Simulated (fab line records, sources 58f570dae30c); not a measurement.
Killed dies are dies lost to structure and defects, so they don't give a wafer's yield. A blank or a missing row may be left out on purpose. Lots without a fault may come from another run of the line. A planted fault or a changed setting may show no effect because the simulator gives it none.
Which tool did it? | flow berkeley_cmos170 | 7 lots, 21 wafers sampled, at 2 steps of a route of 331

WHAT THE GAUGES READ, wafer by wafer
UCB170_NLDD_CD_MEAS_06: target cd 1200 nm.
lot  | measured     | on        | cd_nm (nm)
L245 | day 6 03:31  | cd_sem-01 | 1200.3 1199.0 1198.7
L248 | day 7 03:34  | cd_sem-02 | 1201.8 1202.3 1201.5
L250 | day 8 03:37  | cd_sem-02 | 1198.7 1198.3 1198.0
L254 | day 8 08:42  | cd_sem-02 | 1181.5 1181.9 1183.4
L259 | day 9 06:29  | cd_sem-01 | 1199.2 1199.0 1199.5
L263 | day 10 14:41 | cd_sem-01 | 1201.8 1202.3 1202.2
L267 | day 11 17:21 | cd_sem-02 | 1200.6 1199.9 1198.9

WHICH TOOL RAN EACH LOT (tool, then ch and the chambers of the sampled wafers, then the start)
lot  | UCB170_NLDD_SOFTBAKE_02
L245 | litho_track-01 ch 0, day 6 02:50
L248 | litho_track-04 ch 0, day 7 02:31
L250 | litho_track-04 ch 0, day 8 02:58
L254 | litho_track-01 ch 0, day 8 07:44
L259 | litho_track-03 ch 0, day 9 05:13
L263 | litho_track-03 ch 0, day 10 13:49
L267 | litho_track-01 ch 0, day 11 16:20
- UCB170_NLDD_SOFTBAKE_02: time 60 s.

THE ANSWER, worked out from the rows above alone
Rule: what is usual is taken from the lots themselves. Put in order of their means at a reading, lots are off if they are a third of the lots or fewer, leave a main group of 4 or more, and stand apart from it by a gap of 3 or more times the standard deviation of the main group's means; of several such gaps the widest counts. A main group whose means are all the same, to the digits that the tables above print for the reading, isn't used. A lot without any number at a reading at which 4 lots or more have one is off too. The other lots that the step has rows for count as sound.
Off: L254, at UCB170_NLDD_CD_MEAS_06 (cd_nm). The main group: mean 1200.1 nm, standard deviation 1.4.
A tool fits if, at a process step before that reading, it ran every lot that is off, and no sound lot after the first of them. The gauges at UCB170_NLDD_CD_MEAS_06 are tried like those tools. None of those tried fits.

WHAT THE SIMULATOR HAD PUT IN
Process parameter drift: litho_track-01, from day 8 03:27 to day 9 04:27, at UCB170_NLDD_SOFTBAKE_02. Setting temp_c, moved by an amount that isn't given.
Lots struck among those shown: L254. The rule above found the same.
